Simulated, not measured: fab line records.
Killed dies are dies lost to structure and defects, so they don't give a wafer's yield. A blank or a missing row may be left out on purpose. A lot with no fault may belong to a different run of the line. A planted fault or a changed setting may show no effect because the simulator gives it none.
Which of the tools did it? :: flow rit-cmos :: 14 lots, 42 wafers sampled, at 5 steps of a route of 202

WHAT THE GAUGES SHOWED, per wafer
RIT_ACTIVE_BOW_MEAS_00. Usual: INCOMING_BOW typically reads 0 um, with standard deviation 5.7.
lot: L559
measured: day 1 15:01
on: film-metro-03
INCOMING_BOW (um): -6 -4 -5
flag: 

lot: L560
measured: day 1 20:00
on: film-metro-03
INCOMING_BOW (um): 6 6 0
flag: 

lot: L561
measured: day 2 01:00
on: film-metro-03
INCOMING_BOW (um): 2 -7 4
flag: 

lot: L562
measured: day 2 06:00
on: film-metro-01
INCOMING_BOW (um): -2 -2 1
flag: 

lot: L563
measured: day 2 11:02
on: film-metro-04
INCOMING_BOW (um): 2 9 -3
flag: 

lot: L564
measured: day 2 16:01
on: film-metro-04
INCOMING_BOW (um): 3 -7 3
flag: 

lot: L565
measured: day 2 21:02
on: film-metro-01
INCOMING_BOW (um): 2 -6 -2
flag: 

lot: L567
measured: day 3 07:00
on: film-metro-04
INCOMING_BOW (um): -5 6 -4
flag: 

lot: L570
measured: day 3 22:01
on: film-metro-04
INCOMING_BOW (um): 6 -8 -2
flag: 

lot: L574
measured: day 4 18:01
on: film-metro-03
INCOMING_BOW (um): 1 4 4
flag: 

lot: L576
measured: day 5 04:02
on: film-metro-01
INCOMING_BOW (um): -11 5 -6
flag: 

lot: L577
measured: day 5 09:00
on: film-metro-04
INCOMING_BOW (um): -3 -2 -1
flag: 

lot: L578
measured: day 5 14:00
on: film-metro-04
INCOMING_BOW (um): -6 3 -4
flag: 

lot: L580
measured: day 6 00:04
on: film-metro-01
INCOMING_BOW (um): -11 12 -3
flag: 

RIT_ACTIVE_THK_MEAS_02. Usual: ACTIVE_OXIDE_THK typically reads 46.5 nm, with standard deviation 0.8.
lot: L559
measured: day 1 19:02
on: film-metro-03
ACTIVE_OXIDE_THK (nm): 45.5 45.4 45.9
flag: 

lot: L560
measured: day 1 22:24
on: film-metro-04
ACTIVE_OXIDE_THK (nm): 46.2 46.4 46.8
flag: 

lot: L561
measured: day 2 04:28
on: film-metro-03
ACTIVE_OXIDE_THK (nm): 46.8 47.9 47.2
flag: 

lot: L562
measured: day 2 08:03
on: film-metro-03
ACTIVE_OXIDE_THK (nm): 47.0 47.0 46.7
flag: 

lot: L563
measured: day 2 14:49
on: film-metro-03
ACTIVE_OXIDE_THK (nm): 46.2 46.3 47.1
flag: 

lot: L564
measured: day 2 20:53
on: film-metro-03
ACTIVE_OXIDE_THK (nm): 47.2 46.7 47.4
flag: 

lot: L565
measured: day 3 05:14
on: film-metro-01
ACTIVE_OXIDE_THK (nm): 46.8 47.0 47.9
flag: 

lot: L567
measured: day 3 12:14
on: film-metro-03
ACTIVE_OXIDE_THK (nm): 46.4 46.3 47.1
flag: 

lot: L570
measured: day 4 01:38
on: film-metro-03
ACTIVE_OXIDE_THK (nm): 46.3 46.8 45.9
flag: 

lot: L574
measured: day 4 20:22
on: film-metro-01
ACTIVE_OXIDE_THK (nm): 59.9 59.7 59.5
flag: OFF

lot: L576
measured: day 5 06:04
on: film-metro-04
ACTIVE_OXIDE_THK (nm): 46.7 46.3 46.8
flag: 

lot: L577
measured: day 5 11:03
on: film-metro-01
ACTIVE_OXIDE_THK (nm): 59.3 58.8 59.1
flag: OFF

lot: L578
measured: day 5 16:03
on: film-metro-01
ACTIVE_OXIDE_THK (nm): 46.7 46.5 47.4
flag: 

lot: L580
measured: day 6 02:05
on: film-metro-04
ACTIVE_OXIDE_THK (nm): 46.6 45.9 45.9
flag: 

RIT_PRETRO_OVL_MEAS_06. Usual: PRETRO_OVL typically reads -0.8 nm, with standard deviation 1.3.
lot: L559
measured: day 2 20:00
on: overlay-01
PRETRO_OVL (nm): 0.5 -1.0 -0.6
flag: 

lot: L560
measured: day 2 19:45
on: overlay-02
PRETRO_OVL (nm): -0.3 -0.4 -0.6
flag: 

lot: L561
measured: day 3 05:00
on: overlay-02
PRETRO_OVL (nm): 1.3 0.9 0.6
flag: 

lot: L562
measured: day 3 13:05
on: overlay-02
PRETRO_OVL (nm): 2.2 -0.2 -1.1
flag: 

lot: L563
measured: day 3 18:47
on: overlay-02
PRETRO_OVL (nm): 1.8 -0.6 0.4
flag: 

lot: L564
measured: day 3 22:26
on: overlay-01
PRETRO_OVL (nm): 0.5 0.3 -0.6
flag: 

lot: L565
measured: day 4 04:31
on: overlay-02
PRETRO_OVL (nm): -2.6 -2.5 -2.5
flag: 

lot: L567
measured: day 4 08:54
on: overlay-02
PRETRO_OVL (nm): -0.1 -1.0 -1.6
flag: 

lot: L570
measured: day 4 22:17
on: overlay-01
PRETRO_OVL (nm): -2.3 -4.4 -2.4
flag: 

lot: L574
measured: day 5 17:08
on: overlay-02
PRETRO_OVL (nm): -0.7 2.0 2.5
flag: 

lot: L576
measured: day 6 02:20
on: overlay-02
PRETRO_OVL (nm): -1.8 -1.5 -1.8
flag: 

lot: L577
measured: day 6 07:16
on: overlay-02
PRETRO_OVL (nm): 1.2 -1.0 0.0
flag: 

lot: L578
measured: day 6 11:22
on: overlay-02
PRETRO_OVL (nm): -1.5 -0.6 -1.3
flag: 

lot: L580
measured: day 7 01:38
on: overlay-01
PRETRO_OVL (nm): -0.9 -0.5 -1.8
flag: 

WHAT TOOL EACH LOT RAN ON (gives the tool, then ch and the chambers of the sampled wafers, and finally the start)
lot: L559
RIT_ACTIVE_OXIDATION_01: furnace-01 ch 0, day 1 17:06
RIT_ACTIVE_STRIP_14: plasma-asher-01 ch 0,1, day 1 21:57

lot: L560
RIT_ACTIVE_OXIDATION_01: furnace-04 ch 0, day 1 20:28
RIT_ACTIVE_STRIP_14: plasma-asher-04 ch 0,1, day 2 01:11

lot: L561
RIT_ACTIVE_OXIDATION_01: furnace-04 ch 0, day 2 02:32
RIT_ACTIVE_STRIP_14: plasma-asher-04 ch 0,1, day 2 07:22

lot: L562
RIT_ACTIVE_OXIDATION_01: furnace-01 ch 0, day 2 06:07
RIT_ACTIVE_STRIP_14: plasma-asher-03 ch 0,1, day 2 10:50

lot: L563
RIT_ACTIVE_OXIDATION_01: furnace-04 ch 0, day 2 12:52
RIT_ACTIVE_STRIP_14: plasma-asher-01 ch 0,1, day 2 17:52

lot: L564
RIT_ACTIVE_OXIDATION_01: furnace-04 ch 0, day 2 18:56
RIT_ACTIVE_STRIP_14: plasma-asher-04 ch 0,1, day 2 23:47

lot: L565
RIT_ACTIVE_OXIDATION_01: furnace-04 ch 0, day 3 03:17
RIT_ACTIVE_STRIP_14: plasma-asher-03 ch 0,1, day 3 08:04

lot: L567
RIT_ACTIVE_OXIDATION_01: furnace-04 ch 0, day 3 10:17
RIT_ACTIVE_STRIP_14: plasma-asher-03 ch 0,1, day 3 15:08

lot: L570
RIT_ACTIVE_OXIDATION_01: furnace-04 ch 0, day 3 23:41
RIT_ACTIVE_STRIP_14: plasma-asher-01 ch 0,1, day 4 05:06

lot: L574
RIT_ACTIVE_OXIDATION_01: furnace-01 ch 0, day 4 18:25
RIT_ACTIVE_STRIP_14: plasma-asher-03 ch 0,1, day 4 23:18

lot: L576
RIT_ACTIVE_OXIDATION_01: furnace-02 ch 0, day 5 04:07
RIT_ACTIVE_STRIP_14: plasma-asher-03 ch 0,1, day 5 09:37

lot: L577
RIT_ACTIVE_OXIDATION_01: furnace-01 ch 0, day 5 09:07
RIT_ACTIVE_STRIP_14: plasma-asher-04 ch 0,1, day 5 13:58

lot: L578
RIT_ACTIVE_OXIDATION_01: furnace-02 ch 0, day 5 14:07
RIT_ACTIVE_STRIP_14: plasma-asher-03 ch 0,1, day 5 19:03

lot: L580
RIT_ACTIVE_OXIDATION_01: furnace-02 ch 0, day 6 00:07
RIT_ACTIVE_STRIP_14: plasma-asher-03 ch 0,1, day 6 05:02
- RIT_ACTIVE_OXIDATION_01: target thk 46.8 nm, ox time 3360 s.
- RIT_ACTIVE_STRIP_14: strips in O2, time 180 s.

AS READ BY THE TOOLS THEMSELVES (means over the sampled wafers that have a number; for cases with no such wafer, the mark the record gives instead)
RIT_ACTIVE_OXIDATION_01. Usual: spike-tc-centre-C 1001.7 C, standard deviation 1.6; spike-tc-load-C 1024.6 C, standard deviation 2.3; spike-tc-source-C 1025 C, standard deviation 3.5; tube-center-temp-C 1000 C, standard deviation 0.089; tube_center_temp_C_max 1002.6, standard deviation 0.44; zone-power-centre-pct 45.9 %, standard deviation 0.53.
lot: L559
tool: furnace-01
spike-tc-centre-C (C): 1002.5
spike-tc-load-C (C): 1022.7
spike-tc-source-C (C): 1023
tube-center-temp-C (C): 1000
tube_center_temp_C_max: 1002.2
zone-power-centre-pct (%): 45.7
flag: 

lot: L560
tool: furnace-04
spike-tc-centre-C (C): 1000.1
spike-tc-load-C (C): 1023.9
spike-tc-source-C (C): 1028
tube-center-temp-C (C): 1000
tube_center_temp_C_max: 1002.6
zone-power-centre-pct (%): 46.7
flag: 

lot: L561
tool: furnace-04
spike-tc-centre-C (C): 1000.4
spike-tc-load-C (C): 1026.0
spike-tc-source-C (C): 1029
tube-center-temp-C (C): 1000
tube_center_temp_C_max: 1003.0
zone-power-centre-pct (%): 46.3
flag: 

lot: L562
tool: furnace-01
spike-tc-centre-C (C): 1003.6
spike-tc-load-C (C): 1023.4
spike-tc-source-C (C): 1022
tube-center-temp-C (C): 1000
tube_center_temp_C_max: 1003.0
zone-power-centre-pct (%): 45.3
flag: 

lot: L563
tool: furnace-04
spike-tc-centre-C (C): 999.3
spike-tc-load-C (C): 1024.8
spike-tc-source-C (C): 1029
tube-center-temp-C (C): 1000
tube_center_temp_C_max: 1002.9
zone-power-centre-pct (%): 46.2
flag: 

lot: L564
tool: furnace-04
spike-tc-centre-C (C): 1001.0
spike-tc-load-C (C): 1025.7
spike-tc-source-C (C): 1029
tube-center-temp-C (C): 1000
tube_center_temp_C_max: 1002.9
zone-power-centre-pct (%): 46.1
flag: 

lot: L565
tool: furnace-04
spike-tc-centre-C (C): 1000.9
spike-tc-load-C (C): 1024.4
spike-tc-source-C (C): 1028
tube-center-temp-C (C): 1000
tube_center_temp_C_max: 1002.5
zone-power-centre-pct (%): 46.4
flag: 

lot: L567
tool: furnace-04
spike-tc-centre-C (C): 1001.4
spike-tc-load-C (C): 1024.6
spike-tc-source-C (C): 1028
tube-center-temp-C (C): 1000
tube_center_temp_C_max: 1002.7
zone-power-centre-pct (%): 45.9
flag: 

lot: L570
tool: furnace-04
spike-tc-centre-C (C): 1000.8
spike-tc-load-C (C): 1025.1
spike-tc-source-C (C): 1028
tube-center-temp-C (C): 1000
tube_center_temp_C_max: 1002.7
zone-power-centre-pct (%): 46.4
flag: 

lot: L574
tool: furnace-01
spike-tc-centre-C (C): 1028.4
spike-tc-load-C (C): 1048.3
spike-tc-source-C (C): 1046
tube-center-temp-C (C): 1025
tube_center_temp_C_max: 1027.4
zone-power-centre-pct (%): 46.9
flag: OFF

lot: L576
tool: furnace-02
spike-tc-centre-C (C): 1001.1
spike-tc-load-C (C): 1029.2
spike-tc-source-C (C): 1027
tube-center-temp-C (C): 1000
tube_center_temp_C_max: 1002.8
zone-power-centre-pct (%): 45.6
flag: 

lot: L577
tool: furnace-01
spike-tc-centre-C (C): 1027.6
spike-tc-load-C (C): 1047.7
spike-tc-source-C (C): 1046
tube-center-temp-C (C): 1025
tube_center_temp_C_max: 1027.3
zone-power-centre-pct (%): 47.0
flag: OFF

lot: L578
tool: furnace-02
spike-tc-centre-C (C): 1000.9
spike-tc-load-C (C): 1028.6
spike-tc-source-C (C): 1026
tube-center-temp-C (C): 1000
tube_center_temp_C_max: 1002.5
zone-power-centre-pct (%): 45.4
flag: 

lot: L580
tool: furnace-02
spike-tc-centre-C (C): 1001.7
spike-tc-load-C (C): 1027.7
spike-tc-source-C (C): 1026
tube-center-temp-C (C): 1000
tube_center_temp_C_max: 1002.4
zone-power-centre-pct (%): 45.5
flag: 

RIT_ACTIVE_STRIP_14. Usual: drypump-motor-current-A 5.9 A, standard deviation 0.32.
lot: L559
tool: plasma-asher-01
drypump-motor-current-A (A): 5.7
flag: 

lot: L560
tool: plasma-asher-04
drypump-motor-current-A (A): 6.3
flag: 

lot: L561
tool: plasma-asher-04
drypump-motor-current-A (A): 6.0
flag: 

lot: L562
tool: plasma-asher-03
drypump-motor-current-A (A): 5.9
flag: 

lot: L563
tool: plasma-asher-01
drypump-motor-current-A (A): 5.7
flag: 

lot: L564
tool: plasma-asher-04
drypump-motor-current-A (A): 6.3
flag: 

lot: L565
tool: plasma-asher-03
drypump-motor-current-A (A): 5.8
flag: 

lot: L567
tool: plasma-asher-03
drypump-motor-current-A (A): 5.9
flag: 

lot: L570
tool: plasma-asher-01
drypump-motor-current-A (A): 5.6
flag: 

lot: L574
tool: plasma-asher-03
drypump-motor-current-A (A): 5.9
flag: 

lot: L576
tool: plasma-asher-03
drypump-motor-current-A (A): 5.8
flag: 

lot: L577
tool: plasma-asher-04
drypump-motor-current-A (A): 6.0
flag: 

lot: L578
tool: plasma-asher-03
drypump-motor-current-A (A): 5.9
flag: 

lot: L580
tool: plasma-asher-03
drypump-motor-current-A (A): 5.9
flag: 

THE ANSWER, worked out from the rows above alone
Rule: a lot is off if the mean of its wafers that have a number lies more than 3 standard deviations from the usual mean. A lot without any number at a reading at which 4 lots or more have one is off too. Where the step has rows for the other lots, those lots are counted as sound. First the gauges in route order, then the tools' own readings, where a lot's mean is used as printed above. At the first step where some lot is off, the reading lying furthest off is the one used; lots without a number count as furthest.
Off: L574, L577, seen at RIT_ACTIVE_THK_MEAS_02 (ACTIVE_OXIDE_THK).
If a tool, at a process step before that reading, ran all the lots that are off and no sound lot after the first of them, it fits. The gauges at RIT_ACTIVE_THK_MEAS_02 aren't tried: what is off there is off at RIT_ACTIVE_OXIDATION_01 too, on other tools, and a gauge's error can't cause that. One fits: furnace-01 at RIT_ACTIVE_OXIDATION_01. Its last sound lot is L562 (day 2 06:07), its first lot that is off L574 (day 4 18:25): a fault that began between those two fits.
The tool's own readings at RIT_ACTIVE_OXIDATION_01 bear it out: on the lots that are off they differ by more than 5 times the standard deviation of the sound lots' means. spike-tc-centre-C reads 1028.0 C there against 1001.1 C on the sound lots; spike-tc-load-C reads 1048.0 C there against 1025.5 C on the sound lots; spike-tc-source-C reads 1046 C there against 1027 C on the sound lots; tube-center-temp-C reads 1025 C there against 1000 C on the sound lots; tube_center_temp_C_max reads 1027.3 there against 1002.7 on the sound lots.

WHAT WAS PUT IN BY THE SIMULATOR
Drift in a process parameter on furnace-01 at RIT_ACTIVE_OXIDATION_01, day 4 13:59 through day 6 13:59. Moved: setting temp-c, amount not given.
Shown lots that were struck: L574, L577. The rule above reached the same finding.
